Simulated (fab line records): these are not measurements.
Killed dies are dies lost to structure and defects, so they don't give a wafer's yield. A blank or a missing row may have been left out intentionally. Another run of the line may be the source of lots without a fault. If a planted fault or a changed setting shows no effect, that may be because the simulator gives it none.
A struck lot beside a sound one ; flow berkeleyCmos170 ; 17 out of 331 route steps
Sound: wafers L116.2, L116.3, L116.5. Struck: wafers L129.1, L129.3, L129.6. Last of all comes the cause.
Order at every step that has rows: each side's tool, ch and its chambers, its first start. Under that, the readings that differ: sound wafers ; struck wafers ; difference of the means ; sigmas: that difference in standard deviations of wafers without a fault.
alike: a reading whose means differ by less than 2 such deviations, as well as words and numbers matching on both sides. not compared: withheld readings; readings where some wafer has no value; bounds like >300 that might hide an equal value; numbers whose values overlap and for which the record gives no deviation.
The two part at a step that has a row with sigmas, a row that says differs or no value, or rows on one side only. Non-overlapping numbers with no deviation appear without sigmas and do not part them. A reading that every wafer of one side lacks parts them only if that side has two wafers or more.

first, 1 step without rows for these wafers: UCB170_NWELL_OXIDATION_01 (target thk 26.4 nm, ox time 1260 s).
UCB170_NWELL_THK_MEAS_02:
  struck on filmMetro-03, day 6 03:43; sound on filmMetro-01, day 3 16:31
  alike: NWELL_OXIDE_THK
then, 2 steps without rows for these wafers: UCB170_NWELL_ANNEAL_03 (time 900 s); UCB170_NWELL_CVD_04 (deposits Si3N4 from SiH2Cl2/NH3, target thk 224 nm, time 3360 s).
UCB170_NWELL_THK_MEAS_05:
  struck on filmMetro-01, day 6 09:32; sound on filmMetro-01, day 4 01:07
reading;sound;struck;difference;sigmas
NWELL_NITRIDE_THK (nm);222.7 223.1 223.2;227.6 228.5 225.4;+4.2;+2
then, 6 steps without rows for these wafers: UCB170_NWELL_HMDS_06 (prime time 60 s); UCB170_NWELL_COAT_07 (resist thk 900 nm); UCB170_NWELL_SOFTBAKE_08 (time 60 s); UCB170_NWELL_EXPOSE_09 (exposes mask NWELL, target cd 3000 nm); UCB170_NWELL_PEB_10; UCB170_NWELL_DEVELOP_11 (develop time 45 s).
UCB170_NWELL_OVL_MEAS_12:
  struck on overlay-02, day 6 10:26; sound on overlay-01, day 4 03:20
  alike: NWELL_OVL
UCB170_NWELL_ETCH_13: etches Si3N4 in CH3F/Ar/O2, stops on SiO2, target depth 246.4 nm, time 154 s.
  sound on rieDiel-01 ch 1,2,3, day 4 03:22; struck on rieDiel-03 ch 0,1,2, day 6 10:28
reading;sound;struck;difference;sigmas
oesProductAu (a.u.);0.942 0.913 0.921;0.900 0.887 0.904;-0.028;-2
model.KrF_of_NWELL_COAT_07.thkNm (nm);727.2 729.4 729.1;702.4 703.2 707;-24.4;
  alike: CH3F_flow_sccm, drypumpMotorCurrentA, rfFwdPowerW, throttleValvePct
  not compared: rfHoursCounterH
following that, these wafers have no rows for 1 step: UCB170_NWELL_IMPLANT_14.
UCB170_NWELL_STRIP_15: strips in O2.
  sound on plasmaAsher-02 ch 0,1, day 4 03:38; struck on plasmaAsher-02 ch 0,1, day 6 10:43
reading;sound;struck;difference;sigmas
oesProductAu (a.u.);0.724 0.732 0.729;0.724 0.717 0.716;-0.009;-2
stripTimeToEndpointS (s);18.15 18.21 18.20;17.57 17.58 17.65;-0.59;-7
  alike: drypumpMotorCurrentA
  not compared: rfHoursCounterH
UCB170_NWELL_TW_MEAS_16:
  struck on filmMetro-01, day 6 10:49; sound on filmMetro-01, day 4 03:44
  alike: NWELL_TW
following that, these wafers have no rows for 1 step: UCB170_M3_PROBE_99.

== WHERE THEY PART ==
Last at UCB170_NWELL_STRIP_15 as far as this record goes, first at UCB170_NWELL_THK_MEAS_05. Later steps at which nothing parts them and some readings are alike: UCB170_NWELL_TW_MEAS_16.

WHY: whatever the simulator had introduced
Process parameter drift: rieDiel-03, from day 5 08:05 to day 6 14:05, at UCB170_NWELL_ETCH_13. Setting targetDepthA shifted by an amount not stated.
